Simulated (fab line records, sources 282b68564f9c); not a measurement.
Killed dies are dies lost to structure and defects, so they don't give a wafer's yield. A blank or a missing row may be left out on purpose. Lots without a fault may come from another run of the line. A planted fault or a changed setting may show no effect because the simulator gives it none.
Which tool did it? | flow rit_cmos | 7 lots, 21 wafers sampled, at 1 step of a route of 202

WHAT THE GAUGES READ, wafer by wafer
RIT_GATE_THK_MEAS_07.
lot  | measured    | on            | GATE_OXIDE_THK (nm)
L753 | day 3 00:14 | film_metro-01 | 2.75 2.74 2.80
L755 | day 3 07:21 | film_metro-01 | 2.82 2.80 2.80
L757 | day 3 22:34 | film_metro-02 | 2.87 2.85 2.82
L761 | day 4 19:02 | film_metro-02 | 2.77 2.81 2.78
L768 | day 6 14:47 | film_metro-01 | 2.77 2.80 2.82
L772 | day 7 07:09 | film_metro-03 | 2.74 2.74 2.76
L774 | day 7 08:10 | film_metro-01 | 2.75 2.78 2.81

WHICH TOOL RAN EACH LOT (tool, then ch and the chambers of the sampled wafers, then the start)
The record holds no process step before these readings.

THE ANSWER, worked out from the rows above alone
Rule: what is usual is taken from the lots themselves. Put in order of their means at a reading, lots are off if they are a third of the lots or fewer, leave a main group of 4 or more, and stand apart from it by a gap of 3 or more times the standard deviation of the main group's means; of several such gaps the widest counts. A main group whose means are all the same, to the digits that the tables above print for the reading, isn't used. A lot without any number at a reading at which 4 lots or more have one is off too. The other lots that the step has rows for count as sound.
No lot is off at any reading shown: from this, nothing can be told.

WHAT THE SIMULATOR HAD PUT IN
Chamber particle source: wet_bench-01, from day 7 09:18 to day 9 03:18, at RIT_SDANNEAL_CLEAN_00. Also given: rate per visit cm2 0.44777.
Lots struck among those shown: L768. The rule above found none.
